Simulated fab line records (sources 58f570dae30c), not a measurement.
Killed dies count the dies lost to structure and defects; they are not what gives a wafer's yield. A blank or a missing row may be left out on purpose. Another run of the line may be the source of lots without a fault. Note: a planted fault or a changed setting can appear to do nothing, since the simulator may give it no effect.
The same fault as seen by 2 desks || flow berkeley_cmos170 || each desk holds nothing but its own numbers, with what lay behind them at the end

## THE METROLOGY DESK
Lot by lot, what the gauges showed, no matter which tool ran the lot: averages of those sampled wafers that carry a number. If a lot's mean is further than 4 standard deviations from the usual mean, the lot is out of limits and carries the mark OUT (the distance appears in the brackets).
Columns: A = PWELL_OXIDE_THK at UCB170_PWELL_THK_MEAS_03, usual 26.5 nm; B = PFIELD_TW at UCB170_PFIELD_TW_MEAS_09, usual 598; C = M2_OVL at UCB170_M2_OVL_MEAS_16, usual 1 nm
{"lot": "L588", "first seen here": "day 2 18:37", "A": 26.0, "B": 601, "C": 4}
{"lot": "L591", "first seen here": "day 3 05:15", "A": 27.1, "B": 598, "C": 7}
{"lot": "L593", "first seen here": "day 3 16:41", "A": 26.3, "B": 601, "C": -2}
{"lot": "L592", "first seen here": "day 3 16:42", "A": 27.4, "B": 594, "C": -4}
{"lot": "L594", "first seen here": "day 4 03:02", "A": 25.8, "B": 600, "C": -2}
{"lot": "L595", "first seen here": "day 4 10:08", "A": 26.7, "B": 600, "C": 0}
{"lot": "L596", "first seen here": "day 4 10:08", "A": 25.9, "B": 597, "C": -1}
{"lot": "L597", "first seen here": "day 4 15:56", "A": 25.6, "B": 596, "C": 3}
{"lot": "L602", "first seen here": "day 5 23:05", "A": 26.4, "B": 595, "C": 5}
{"lot": "L603", "first seen here": "day 6 02:55", "A": 26.6, "B": 602, "C": -3}
{"lot": "L606", "first seen here": "day 6 13:56", "A": 27.0, "B": 600, "C": -1}
{"lot": "L610", "first seen here": "day 7 10:57", "A": 27.2, "B": 592, "C": 7}
{"lot": "L611", "first seen here": "day 7 21:34", "A": 26.4, "B": 600, "C": 5}
Result from this desk: across the 13 lots, nothing is out of limits.

## AT THE TOOL OWNER'S DESK: rie_diel-04
The tool's own readings at UCB170_M3_ETCH_17 (etches BARC in N2/H2): means of the sampled wafers that have a number, for each lot that ran on this tool. If a lot's mean is further than 4 standard deviations from the usual mean, the lot is out of limits and carries the mark OUT (the distance appears in the brackets).
Columns: A = drypump_motor_current_A at UCB170_M3_ETCH_17, usual 6.0 A; B = oes_product_au at UCB170_M3_ETCH_17, usual 1.004 a.u.; C = rf_fwd_power_W at UCB170_M3_ETCH_17, usual 494.2 W; D = throttle_valve_pct at UCB170_M3_ETCH_17, usual 13.38 %
{"lot": "L591", "first seen here": "day 8 19:18", "A": 6.2, "B": 1.003, "C": 492.6, "D": 13.38}
{"lot": "L592", "first seen here": "day 9 12:03", "A": 6.3, "B": 1.010, "C": 493.9, "D": 13.23}
{"lot": "L595", "first seen here": "day 10 04:34", "A": 6.1, "B": 1.001, "C": 491.6, "D": 13.25}
{"lot": "L603", "first seen here": "day 12 04:04", "A": 6.2, "B": 1.015, "C": 494.4, "D": 13.30}
Result from this desk: across the 4 lots, nothing is out of limits.

## TAKEN TOGETHER
Metrology desk: nothing out of limits seen.
Nothing out of limits was seen by the tool owner's desk.

## WHAT THE SIMULATOR PUT IN
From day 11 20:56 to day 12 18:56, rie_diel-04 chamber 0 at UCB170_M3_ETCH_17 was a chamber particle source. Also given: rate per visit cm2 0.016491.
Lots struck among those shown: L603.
